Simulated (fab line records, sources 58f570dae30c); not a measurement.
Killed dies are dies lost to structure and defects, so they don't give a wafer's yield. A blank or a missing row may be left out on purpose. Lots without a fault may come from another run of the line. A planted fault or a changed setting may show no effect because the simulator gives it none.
Split-lot experiment | flow berkeley_cmos170 | 5 lots, 23 wafers read, on a route of 331 steps

THE SPLIT
At UCB170_M2_SPUTTER_01 (material Al, target thk 900 nm, time 120 s), the setting time_s was moved away from the recipe's 120 s on 11 of the 23 wafers read, by -4.2% to +13.2%. The other wafers ran this setting at the recipe's value.

FROM THE SPLIT TO THE READING: what the file shows between them, 6 steps
- UCB170_M2_RS_MEAS_02: measures by four-point-probe
- UCB170_M2_THK_MEAS_03: measures by xrf
- UCB170_M2_PEB_13 (also split here: peb_temp_c)
- UCB170_M2_DEVELOP_14: develop time 45 s
- UCB170_M2_CD_MEAS_15: target cd 700 nm
- UCB170_M2_ETCH_17: etches BARC in N2/H2

THE READING
oes_product_au, in a.u., at UCB170_M2_METAL_ETCH_18 (etches Al in Cl2/BCl3, stops on SiO2, target depth 1170 nm, time 195 s). Fault-free wafers of this fab line usually give 0.853 a.u., standard deviation 0.013 a.u..

wafer  | tool, chamber at the split | time_s as run, s | against the recipe | oes_product_au, a.u. | against lot-mates on the recipe
L074.1 | pvd_sputter-02, -          | 120              | recipe             | 0.839                | -
L074.2 | pvd_sputter-02, -          | 135.8            | +13.2%             | 0.910                | +0.068
L074.3 | pvd_sputter-02, -          | 120              | recipe             | 0.840                | -
L074.4 | pvd_sputter-02, -          | 135.8            | +13.2%             | 0.909                | +0.067
L074.5 | pvd_sputter-02, -          | 120              | recipe             | 0.847                | -
L077.1 | pvd_sputter-02, -          | 120              | recipe             | 0.834                | -
L077.2 | pvd_sputter-02, -          | 120              | recipe             | 0.864                | -
L077.3 | pvd_sputter-02, -          | 125.3            | +4.4%              | 0.859                | +0.010
L077.4 | pvd_sputter-02, -          | 125.3            | +4.4%              | 0.892                | +0.043
L077.5 | pvd_sputter-02, -          | 125.3            | +4.4%              | 0.888                | +0.039
L079.2 | pvd_sputter-02, -          | 120              | recipe             | 0.874                | -
L079.4 | pvd_sputter-02, -          | 120              | recipe             | 0.872                | -
L079.5 | pvd_sputter-02, -          | 120              | recipe             | 0.864                | -
L078.2 | pvd_sputter-03, -          | 120              | recipe             | 0.809                | -
L078.3 | pvd_sputter-03, -          | 120              | recipe             | 0.830                | -
L078.4 | pvd_sputter-03, -          | 115              | -4.2%              | 0.827                | +0.007
L078.5 | pvd_sputter-03, -          | 115              | -4.2%              | 0.814                | -0.006
L078.6 | pvd_sputter-03, -          | 115              | -4.2%              | 0.826                | +0.006
L083.1 | pvd_sputter-01, -          | 129.3            | +7.8%              | 0.902                | +0.040
L083.2 | pvd_sputter-01, -          | 120              | recipe             | 0.862                | -
L083.3 | pvd_sputter-01, -          | 120              | recipe             | 0.862                | -
L083.4 | pvd_sputter-01, -          | 129.3            | +7.8%              | 0.901                | +0.039
L083.6 | pvd_sputter-01, -          | 129.3            | +7.8%              | 0.902                | +0.040

THE FIT
A straight line over all 23 wafers: oes_product_au changes by +0.0055 a.u. for each +1% of time_s; r = +0.86; the points scatter about the line by 0.017 a.u..
The same after taking each lot's own level away (the mean of its wafers on the recipe; 23 wafers): +0.00435 a.u. for each +1%; r = +0.89; scatter 0.011 a.u..
On that fit, the largest move of time_s shifts the reading by 0.057 a.u..
The lots' own levels span 0.8195 to 0.8700 a.u., that is 3.9 times the standard deviation above.
So the lot-to-lot level changes the slope: the two fits differ.
Check: with one of the wafers moved furthest among these (+13.2%) left out of the fit, the line predicts +0.0614 a.u. for it against its lot-mates. It came out at +0.068 a.u. against them.

OTHER SPLITS ON THESE WAFERS
These wafers also went through other splits before the reading. Each is held against what the fit with the lots' levels taken away leaves over:
other split on the same wafers | wafers away from the commonest value | r with oes_product_au (lot level and that fit taken away)
UCB170_M2_PEB_13 peb_temp_c    | 9                                    | +0.02

THE WHOLE CHAIN: every reading that the file lists as answering this split, in the file's order
step                    | what it does                                                           | reading                                                                     | change (the file's fit)                   | r (the file's)
UCB170_M2_SPUTTER_01    | material Al, target thk 900 nm, time 120 s                             | Al_of_M2_SPUTTER_01.thk_nm (the simulator's own value, which no gauge read) | +9.28 nm for each +1% of the setting      | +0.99
UCB170_M2_RS_MEAS_02    | measures by four-point-probe                                           | M2_AL_RS                                                                    | -0.000304 for each +1% of the setting     | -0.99
UCB170_M2_THK_MEAS_03   | measures by xrf                                                        | M2_AL_THK                                                                   | +9.22 for each +1% of the setting         | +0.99
UCB170_M2_METAL_ETCH_18 | etches Al in Cl2/BCl3, stops on SiO2, target depth 1170 nm, time 195 s | oes_product_au                                                              | +0.00488 a.u. for each +1% of the setting | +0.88
UCB170_M2_METAL_ETCH_18 | etches Al in Cl2/BCl3, stops on SiO2, target depth 1170 nm, time 195 s | M2.feature_depth_nm (the simulator's own value, which no gauge read)        | +7.95 nm for each +1% of the setting      | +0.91
UCB170_M2_METAL_ETCH_18 | etches Al in Cl2/BCl3, stops on SiO2, target depth 1170 nm, time 195 s | etch.depth_nm (the simulator's own value, which no gauge read)              | +7.72 nm for each +1% of the setting      | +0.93

THE FILE'S OWN FIT
oes_product_au changes by +0.00488 a.u. for each +1% of time_s, r = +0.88.
